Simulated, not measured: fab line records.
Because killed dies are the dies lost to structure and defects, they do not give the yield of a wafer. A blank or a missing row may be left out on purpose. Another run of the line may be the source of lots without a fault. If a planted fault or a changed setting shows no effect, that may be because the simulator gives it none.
8D (eight disciplines) problem report, filled in by code || flow berkeleyCmos170 || the parts of the form that need people (team, actions taken, sign-off) are left out

== 1. WHAT WENT WRONG ==
At UCB170_CONTACT_RTA_08, wafer_temp_C_max averages 912.8 over 6 wafers from 2 lots, while fault-free wafers read 903.9, standard deviation 0.69. That is +13 standard deviations from the usual mean.
The step: time 10 s.
The first sign was on wafer L127.3 at day 9 12:35, on rtpAnneal-01. At this step, 42 wafers from 14 lots have a number in the record. The rule behind "out" and "out of limits": a value lying over 4 standard deviations away from the usual mean. The rest of the wafers with a number are treated as sound.

== 2. WHAT IT IS; WHAT IT IS NOT ==
{"question": "which readings at this step", "is": "wafer_temp_C_max", "is not": "lampPowerPct"}
{"question": "which lots", "is": "L127, L128", "is not": "L123, L124, L125, L126, L136, L140, L141, L142, L143, L144, L145, L146"}
{"question": "which wafers of those lots", "is": "all that have a number", "is not": "-"}
{"question": "read on which tools", "is": "rtpAnneal-01", "is not": "rtpAnneal-02"}
{"question": "when", "is": "from day 9 12:35", "is not": "up to then (12 sound wafers); but 24 sound wafers of L136, L140, L141, L142, L143, L144, L145, L146 came after"}

== 3. THE SUSPECTS, EACH WITH WHAT RULES IT OUT ==
Counting: any tool at a process step up to the reading is kept as a suspect provided that every lot that is out went through it and no sound lot did after the first of them.
- rtpAnneal-01 at UCB170_CONTACT_RTA_08 (time 10 s): ruled out as a lasting fault. The sound lots L142, L144, L145, L146 went through it after L127, its earliest lot that is out (day 9 12:35).
Left after counting: nothing in the record.

== 4. THE CAUSE (what the simulator had put in) ==
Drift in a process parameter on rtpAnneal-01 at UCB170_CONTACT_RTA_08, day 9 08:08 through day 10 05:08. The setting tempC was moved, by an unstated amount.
Counting ruled it out, wrongly.

== 5. THE CHAIN OF EFFECTS, in route order ==
Each row: a reading whose mean over the struck wafers that have a number lies more than 3 standard deviations from the usual. Only readings for which the record gives a usual standard deviation are gone through. hours: the time from each lot's start at the first step in this table that gives one to its start at this step, as a median over the lots. sigmas: the change in usual standard deviations.
{"hours": 0, "step": "UCB170_CONTACT_RTA_08", "reading": "wafer_temp_C_max", "usual": 903.9, "on struck wafers": 912.8, "change": "+8.9", "sigmas": "+13"}
Process steps it contains:
- UCB170_CONTACT_RTA_08: time 10 s.
Later steps that measure or inspect, where all struck wafers having a row at the step show a number for every such reading and not one has moved that far: UCB170_CONTACT_OVL_MEAS_16, UCB170_M1_OVL_MEAS_10.

== 6. WHAT WOULD HAVE CAUGHT IT SOONER ==
First out-of-limits reading in this record: day 9 12:35, which is 4 hours after fault onset at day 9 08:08.
